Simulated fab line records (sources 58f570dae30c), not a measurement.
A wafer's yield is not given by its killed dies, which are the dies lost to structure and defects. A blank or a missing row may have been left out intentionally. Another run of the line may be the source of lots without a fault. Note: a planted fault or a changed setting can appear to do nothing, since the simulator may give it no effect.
Lot-split experiment -- flow berkeley cmos170 -- 23 wafers read from 5 lots, route of 331 steps

## THE SPLIT
At UCB170_V1_ETCH_14 (etches SiO2 in CHF3/CF4/Ar, stops on Al, target depth 1250 nm, time 291 s), the setting rf w was moved away from the recipe's 700 W on 7 of the 23 wafers read, by -7.6% to +11.1%. For the rest of the wafers, this setting stayed at what the recipe calls for.

The reading is taken at the split's own step.

## THE READING
KrF_of_V1_COAT_07.thk nm (the simulator's own value, which no gauge read), in nm, at UCB170_V1_ETCH_14 (etches SiO2 in CHF3/CF4/Ar, stops on Al, target depth 1250 nm, time 291 s). The file does not state a usual value for it. Across the 16 wafers here that went through the recipe, the average is 610.9 nm and the standard deviation 4.1 nm.

wafer,"tool, chamber at the split","rf w as run, W",against the recipe,"KrF_of_V1_COAT_07.thk nm, nm",against lot-mates on the recipe
L077.1,"rie diel-02, 1",700,recipe,606,-
L077.4,"rie diel-02, 3",700,recipe,608,-
L077.5,"rie diel-02, 0",700,recipe,602.5,-
L076.1,"rie diel-03, 3",761.9,+8.8%,600,-12.5
L076.2,"rie diel-03, 2",700,recipe,615.6,-
L076.3,"rie diel-03, 0",700,recipe,610,-
L076.4,"rie diel-03, 1",761.9,+8.8%,590.8,-21.7
L076.6,"rie diel-03, 3",700,recipe,612,-
L079.1,"rie diel-02, 1",777.7,+11.1%,593.2,-16.7
L079.2,"rie diel-02, 0",700,recipe,607.9,-
L079.3,"rie diel-02, 3",700,recipe,610.4,-
L079.4,"rie diel-02, 2",700,recipe,611.5,-
L079.6,"rie diel-02, 0",777.7,+11.1%,591.9,-18.0
L080.1,"rie diel-03, 2",700,recipe,611.2,-
L080.2,"rie diel-03, 0",700,recipe,613.5,-
L080.3,"rie diel-03, 3",700,recipe,616.7,-
L080.4,"rie diel-03, 1",700,recipe,604.7,-
L080.5,"rie diel-03, 3",700,recipe,617.1,-
L082.1,"rie diel-02, 0",647.1,-7.6%,621.8,+8.5
L082.2,"rie diel-02, 2",647.1,-7.6%,624.8,+11.5
L082.4,"rie diel-02, 3",700,recipe,614.6,-
L082.5,"rie diel-02, 2",700,recipe,612,-
L082.6,"rie diel-02, 3",647.1,-7.6%,623.3,+10.0

THE FIT
A straight line over all 23 wafers: KrF_of_V1_COAT_07.thk nm changes by -1.67 nm for each +1% of rf w; r = -0.91; the points scatter about the line by 3.9 nm.
The same after taking each lot's own level away (the mean of its wafers on the recipe; 23 wafers): -1.58 nm for each +1%; r = -0.93; scatter 3.2 nm.
Per that fit: largest rf w move, reading shift of 18 nm.
Across the lots, their own levels run from 605.50 to 613.30 nm, a range of 1.9 times the standard deviation given above.
Consequently the slope shifts little with the lot-to-lot level, the two slopes agreeing.
Check: with one of the wafers moved furthest among these (+11.1%) left out of the fit, the line predicts -18.4 nm for it against its lot-mates. Against them it came out at -16.7 nm.

## THE WHOLE CHAIN: every reading that the file lists as answering this split, in the file's order
step,what it does,reading,change (the file's fit),r (the file's)
UCB170_V1_ETCH_14,"etches SiO2 in CHF3/CF4/Ar, stops on Al, target depth 1250 nm, time 291 s","KrF_of_V1_COAT_07.thk nm (the simulator's own value, which no gauge read)",-1.62 nm for each +1% of the setting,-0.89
UCB170_V1_STRIP_15,strips in O2,strip time to endpoint s,withheld for each +1% of the setting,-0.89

## FILE'S OWN FIT
KrF_of_V1_COAT_07.thk nm changes by -1.62 nm for each +1% of rf w, r = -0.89.
